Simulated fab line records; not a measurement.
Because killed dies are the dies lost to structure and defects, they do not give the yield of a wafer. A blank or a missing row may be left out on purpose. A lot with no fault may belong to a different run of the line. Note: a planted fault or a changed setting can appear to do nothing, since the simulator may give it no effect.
fab line records | flow berkeley-cmos170
record: lots: 14 | wafers: 42 | last-day: 13
route steps=331 shown PSD@184 M1@245 V1@258 M2@274
lots that met no fault: from a run of the same line without faults
start-h: the number of hours between the record's first day and the start of the first shown wafer of the lot | wait-h: hours elapsed since this lot's preceding step | " identical to the entry in the row above | L1.1+2: a single row standing in for several wafers | - no value, or no start given | * or withheld: withheld | < > ~ a bound
route shown NAME@n: names a module that has steps shown in the file, with the first one's number in the route | usual: the fault-free wafers' mean and standard deviation | same: alike in all rows | chamber/n: place in a boat | sites: the reading at each site | _std_site: how widely they spread, as a standard deviation | _edge_site: mean of outer sites minus mean of inner sites | radius-mm: for every site, how far away it sits from the centre of the wafer | mask NAME#n: copy n | behind: the tool/chamber that last shaped the wafer | hold: the reason the lot was held/the length of the hold in hours/how it ended | device: the n, p or np transistor that did not switch | end of line: tests run on the same wafers once the route is complete | where a step has no rows: the recipe by itself | killed: not the wafer's yield, but the dies lost to structure and defects at the first sort | map: per-die view of a wafer (x killed, . not killed, _ where there is no die)
set.NAME: the run value of the setting; set.NAME@STEP: its run value at that earlier step | model.NAME: the simulator's own value behind a step, which no gauge read
route steps across a sampled set of lots; one table per step, one row per wafer
services: when a tool's chamber went out of use (start-h, in hours from the record's first day, below 0 if earlier), for how many hours, and the reason
== steps ==
step: UCB170_PSD_STRIP_09
recipe: chemistry: O2 | power-w: 400 | pressure-mtorr: 3500 | platen-temp-c: withheld | o2-flow-sccm: 400 | overash-fraction: 0.5
usual: drypump-motor-current-A: 5.66/0.22 | oes-product-au: 0.600/0.0049 | strip-time-to-endpoint-s: 29.40/0.071
same: overash-fraction: 0.5
lot.wafer | tool            | chamber | start-h | wait-h | drypump-motor-current-A | oes-product-au | rf-hours-counter-h | strip-time-to-endpoint-s
L517.1    | plasma-asher-01 | 0       | 188.13  | 0.1    | 5.98                    | 0.598          | 7                  | 29.38
L517.5    | "               | 1       | "       | "      | 5.53                    | 0.595          | -                  | 29.39
L517.6    | "               | 0       | "       | "      | 5.98                    | 0.595          | -                  | 29.42
L518.1    | plasma-asher-02 | 1       | 188.43  | 0.1    | 5.32                    | 0.592          | 40                 | 29.48
L518.3    | "               | 1       | "       | "      | 5.30                    | 0.596          | -                  | 29.46
L518.5    | "               | 1       | "       | "      | 5.31                    | 0.606          | -                  | 29.43
L520.2    | plasma-asher-03 | 0       | 188.61  | 0.1    | 5.81                    | 0.606          | 48                 | 29.43
L520.3    | "               | 0       | "       | "      | 5.80                    | 0.601          | -                  | 29.31
L520.5    | "               | 1       | "       | "      | 5.53                    | 0.600          | -                  | 29.34
L519.1    | plasma-asher-01 | 1       | 188.68  | 0.1    | 5.51                    | 0.607          | 7                  | 29.31
L519.2    | "               | 0       | "       | "      | 5.95                    | 0.601          | 7                  | 29.40
L519.6    | "               | 1       | "       | "      | 5.52                    | 0.602          | -                  | 29.36
L522.2    | plasma-asher-03 | 0       | 197.85  | 0.1    | 5.79                    | 0.602          | 48                 | 29.44
L522.5    | "               | 0       | "       | "      | 5.79                    | 0.601          | -                  | 29.41
L522.6    | "               | 1       | "       | "      | 5.55                    | 0.607          | -                  | 29.42
L524.2    | plasma-asher-02 | 0       | 214.93  | 0.1    | 5.78                    | 0.595          | 44                 | 29.33
L524.4    | "               | 0       | "       | "      | 5.77                    | 0.602          | -                  | 29.38
L524.5    | "               | 1       | "       | "      | 5.29                    | 0.596          | -                  | 29.39
L523.1    | plasma-asher-01 | 1       | 215.17  | 0.1    | 5.51                    | 0.603          | 10                 | 29.42
L523.3    | "               | 0       | "       | "      | 6.01                    | 0.601          | -                  | 29.34
L523.4    | "               | 1       | "       | "      | 5.50                    | 0.601          | -                  | 29.35
L525.3    | plasma-asher-03 | 0       | 215.32  | 0.1    | 5.80                    | 0.601          | -                  | 29.58
L525.4    | "               | 1       | "       | "      | 5.53                    | 0.597          | -                  | 29.57
L525.5    | "               | 0       | "       | "      | 5.79                    | 0.605          | -                  | 29.60
L526.1    | plasma-asher-03 | 0       | 230.35  | 0.1    | 5.78                    | 0.605          | 53                 | 29.39
L526.5    | "               | 0       | "       | "      | 5.76                    | 0.614          | -                  | 29.35
L526.6    | "               | 1       | "       | "      | 5.52                    | 0.604          | -                  | 29.30
L528.2    | plasma-asher-01 | 0       | 230.50  | 0.1    | 5.97                    | 0.598          | 13                 | 29.43
L528.4    | "               | 0       | "       | "      | 5.98                    | 0.609          | -                  | 29.42
L528.6    | "               | 1       | "       | "      | 5.50                    | 0.606          | -                  | 29.43
L530.1    | plasma-asher-02 | 0       | 230.62  | 0.1    | 5.80                    | 0.601          | 46                 | 29.40
L530.2    | "               | 1       | "       | "      | 5.31                    | 0.608          | 46                 | 29.36
L530.5    | "               | 1       | "       | "      | 5.32                    | 0.611          | -                  | 29.48
L529.4    | plasma-asher-01 | 1       | 230.92  | 0.1    | 5.51                    | 0.599          | -                  | 29.48
L529.5    | "               | 1       | "       | "      | 5.49                    | 0.598          | -                  | 29.46
L529.6    | "               | 0       | "       | "      | 5.98                    | 0.597          | -                  | 29.41
L537.4    | plasma-asher-03 | 0       | 280.87  | 0.1    | 5.79                    | 0.598          | -                  | 29.37
L537.5    | "               | 1       | "       | "      | 5.55                    | 0.608          | -                  | 29.54
L537.6    | "               | 0       | "       | "      | 5.79                    | 0.599          | -                  | 29.47
L538.2    | plasma-asher-01 | 1       | 293.51  | 0.1    | 5.53                    | 0.610          | 20                 | 29.32
L538.4    | "               | 0       | "       | "      | 5.96                    | 0.612          | -                  | 29.36
L538.6    | "               | 1       | "       | "      | 5.53                    | 0.606          | -                  | 29.25
step: UCB170_M1_PEB_07
recipe: peb-temp-c: 130 | peb-time-s: withheld | resist: KrF
usual: chill-plate-temp-C: 22.99/0.1 | exhaust-pa: 45.1/0.9 | plate-temp-C: 130.03/0.13
lot.wafer | tool           | chamber | start-h | wait-h | chill-plate-temp-C | exhaust-pa | plate-temp-C
L518.1    | litho-track-03 | 0       | 202     | -      | 22.85              | 43.2       | 130.00
L518.3    | "              | 0       | "       | "      | 22.91              | 45.1       | 129.74
L518.5    | "              | 0       | "       | "      | 22.81              | 44.4       | 129.86
L517.1    | litho-track-01 | 0       | 202     | -      | 23.11              | 44.2       | 129.89
L517.5    | "              | 0       | "       | "      | 23.07              | 45.1       | 130.12
L517.6    | "              | 0       | "       | "      | 23.08              | 43.8       | 129.87
L519.1    | litho-track-03 | 0       | 204.86  | 0.1    | 22.99              | 44.7       | 129.92
L519.2    | "              | 0       | "       | "      | 22.86              | 44.8       | 129.79
L519.6    | "              | 0       | "       | "      | 22.89              | 45.4       | 130.00
L520.2    | litho-track-03 | 0       | 205.26  | 0.1    | 23.15              | 45.5       | 130.23
L520.3    | "              | 0       | "       | "      | 23.19              | 45.8       | 130.22
L520.5    | "              | 0       | "       | "      | 23.09              | 44.5       | 130.14
L522.2    | litho-track-02 | 0       | 212.27  | 0.1    | 23.04              | 45.3       | 130.02
L522.5    | "              | 0       | "       | "      | 23.07              | 46.5       | 130.02
L522.6    | "              | 0       | "       | "      | 23.05              | 47.1       | 130.14
L524.2    | litho-track-03 | 0       | 227.79  | 0.2    | 22.88              | 43.4       | 129.94
L524.4    | "              | 0       | "       | "      | 22.90              | 44.1       | 130.11
L524.5    | "              | 0       | "       | "      | 22.90              | 44.1       | 130.21
L523.1    | litho-track-01 | 0       | 228.77  | 0.1    | 23.09              | 45.5       | 129.97
L523.3    | "              | 0       | "       | "      | 22.95              | 45.9       | 130.10
L523.4    | "              | 0       | "       | "      | 23.06              | 45.2       | 130.07
L525.3    | litho-track-01 | 0       | 229.54  | 0.4    | 22.90              | 45.4       | 130.01
L525.4    | "              | 0       | "       | "      | 23.05              | 45.5       | 129.91
L525.5    | "              | 0       | "       | "      | 23.09              | 46.2       | 129.80
L526.1    | litho-track-03 | 0       | 241.08  | 0.5    | 22.88              | 45.0       | 130.16
L526.5    | "              | 0       | "       | "      | 22.82              | 45.3       | 130.04
L526.6    | "              | 0       | "       | "      | 23.00              | 45.1       | 129.83
L530.1    | litho-track-02 | 0       | 243.27  | 0.2    | 23.05              | 43.6       | 130.03
L530.2    | "              | 0       | "       | "      | 22.98              | 44.1       | 130.13
L530.5    | "              | 0       | "       | "      | 22.76              | 43.3       | 129.85
L529.4    | litho-track-03 | -       | 243.49  | 0.1    | -                  | -          | -
L529.5    | "              | -       | "       | "      | -                  | -          | -
L529.6    | "              | -       | "       | "      | -                  | -          | -
L528.2    | litho-track-01 | -       | 243.57  | 0.1    | -                  | -          | -
L528.4    | "              | -       | "       | "      | -                  | -          | -
L528.6    | "              | -       | "       | "      | -                  | -          | -
L537.4    | litho-track-02 | 0       | 291.31  | 0.2    | 22.88              | 44.1       | 130.10
L537.5    | "              | 0       | "       | "      | 22.89              | 46.1       | 130.29
L537.6    | "              | 0       | "       | "      | 22.85              | 44.3       | 130.08
L538.2    | litho-track-02 | 0       | 306.21  | 0.7    | 22.87              | 45.3       | 129.96
L538.4    | "              | 0       | "       | "      | 22.82              | 45.0       | 129.99
L538.6    | "              | 0       | "       | "      | 22.93              | 44.4       | 130.02
step: UCB170_V1_THK_MEAS_04
recipe: reads: SiO2_of_V1_CVD_00
usual: V1_POLISHED_THK: 999.4/1.5
lot.wafer | tool          | chamber | start-h | wait-h | V1_POLISHED_THK[nm]
L518.1    | film-metro-03 | -       | 205.40  | 0.1    | 1000.4
L518.3    | "             | -       | "       | "      | 998.9
L518.5    | "             | -       | "       | "      | 998.5
L517.1    | film-metro-02 | -       | 206.74  | 0.1    | 998.4
L517.5    | "             | -       | "       | "      | 999.5
L517.6    | "             | -       | "       | "      | 997.1
L519.1    | film-metro-01 | -       | 208.07  | 0.1    | 1000.1
L519.2    | "             | -       | "       | "      | 998.7
L519.6    | "             | -       | "       | "      | 999.3
L520.2    | film-metro-02 | -       | 208.08  | 0.1    | 999.5
L520.3    | "             | -       | "       | "      | 1000.4
L520.5    | "             | -       | "       | "      | 1001.9
L522.2    | film-metro-02 | -       | 216.11  | 0.1    | 1000.1
L522.5    | "             | -       | "       | "      | 999.1
L522.6    | "             | -       | "       | "      | 999.5
L524.2    | film-metro-02 | -       | 230.57  | 0.1    | 999.6
L524.4    | "             | -       | "       | "      | 997.0
L524.5    | "             | -       | "       | "      | 997.5
L523.1    | film-metro-03 | -       | 231.90  | 0.1    | 998.5
L523.3    | "             | -       | "       | "      | 1001.4
L523.4    | "             | -       | "       | "      | 999.9
L525.3    | film-metro-01 | -       | 235.65  | 0.1    | 999.5
L525.4    | "             | -       | "       | "      | 1001.1
L525.5    | "             | -       | "       | "      | 999.6
L526.1    | film-metro-03 | -       | 244.06  | 0.1    | 999.1
L526.5    | "             | -       | "       | "      | 1001.3
L526.6    | "             | -       | "       | "      | 1000.5
L530.1    | film-metro-02 | -       | 246.21  | 0.1    | 998.5
L530.2    | "             | -       | "       | "      | 997.4
L530.5    | "             | -       | "       | "      | 999.9
L537.4    | film-metro-01 | -       | 294.06  | 0.1    | 1000.5
L537.5    | "             | -       | "       | "      | 997.1
L537.6    | "             | -       | "       | "      | 1000.9
L538.2    | film-metro-01 | -       | 308.99  | 0.1    | 999.3
L538.4    | "             | -       | "       | "      | 998.5
L538.6    | "             | -       | "       | "      | 999.9
step: UCB170_M2_THK_MEAS_03
recipe: thk-meas-gauge: xrf | reads: Al_of_M2_SPUTTER_01
usual: M2_AL_THK: 906/13
lot.wafer | tool          | chamber | start-h | wait-h | M2_AL_THK[nm]
L518.1    | film-metro-01 | -       | 207.51  | 0.1    | 903
L518.3    | "             | -       | "       | "      | 908
L518.5    | "             | -       | "       | "      | 893
L517.1    | film-metro-01 | -       | 209.02  | 0.1    | 910
L517.5    | "             | -       | "       | "      | 891
L517.6    | "             | -       | "       | "      | 904
L520.2    | film-metro-01 | -       | 211.27  | 0.1    | 885
L520.3    | "             | -       | "       | "      | 895
L520.5    | "             | -       | "       | "      | 880
L519.1    | film-metro-02 | -       | 211.48  | 0.1    | 922
L519.2    | "             | -       | "       | "      | 898
L519.6    | "             | -       | "       | "      | 913
L522.2    | film-metro-01 | -       | 219.59  | 0.1    | 905
L522.5    | "             | -       | "       | "      | 891
L522.6    | "             | -       | "       | "      | 907
L524.2    | film-metro-01 | -       | 232.89  | 0.1    | 898
L524.4    | "             | -       | "       | "      | 907
L524.5    | "             | -       | "       | "      | 890
L523.1    | film-metro-01 | -       | 234.10  | 0.1    | 893
L523.3    | "             | -       | "       | "      | 902
L523.4    | "             | -       | "       | "      | 874
L525.3    | film-metro-01 | -       | 240.48  | 0.1    | 901
L525.4    | "             | -       | "       | "      | 909
L525.5    | "             | -       | "       | "      | 892
L526.1    | film-metro-01 | -       | 246.26  | 0.1    | 912
L526.5    | "             | -       | "       | "      | 919
L526.6    | "             | -       | "       | "      | 918
L530.1    | film-metro-02 | -       | 248.32  | 0.1    | 915
L530.2    | "             | -       | "       | "      | 912
L530.5    | "             | -       | "       | "      | 897
L537.4    | film-metro-02 | -       | 296.76  | 0.1    | 924
L537.5    | "             | -       | "       | "      | 920
L537.6    | "             | -       | "       | "      | 920
L538.2    | film-metro-01 | -       | 313.08  | 0.1    | 902
L538.4    | "             | -       | "       | "      | 919
L538.6    | "             | -       | "       | "      | 918
== services ==
tool            | chamber | start-h | hours | kind
plasma-asher-02 | -       | 260.85  | 8.1   | repair
plasma-asher-03 | -       | 298.05  | 1.5   | repair
== key ==
first-sign: step: UCB170_M1_PEB_07 | reading: tool-record | direction: missing
effect none on later readings
met-at UCB170_M1_PEB_07
struck-lots L528,L529
later-rows-left-out L528.2,L528.4,L528.6,L529.4,L529.5,L529.6
sort-left-out L528.2,L528.4,L528.6,L529.4,L529.5,L529.6
not-acting-at UCB170_PSD_STRIP_09,UCB170_V1_THK_MEAS_04,UCB170_M2_THK_MEAS_03
onset-between 241.08 243.49
fault: kind: skipped-step-whole | tool: litho-track-01,litho-track-03 | chamber: - | onset-h: 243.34 | steps: UCB170_M1_PEB_07 | scope: struck-lots-only
sort-left-out: the simulated sort isn't trusted on such a fault, so these wafers' sort isn't shown, and their yield isn't known
later-rows-left-out: the simulator's readings of these wafers behind a module that went badly wrong aren't trusted and aren't shown, but for the sort
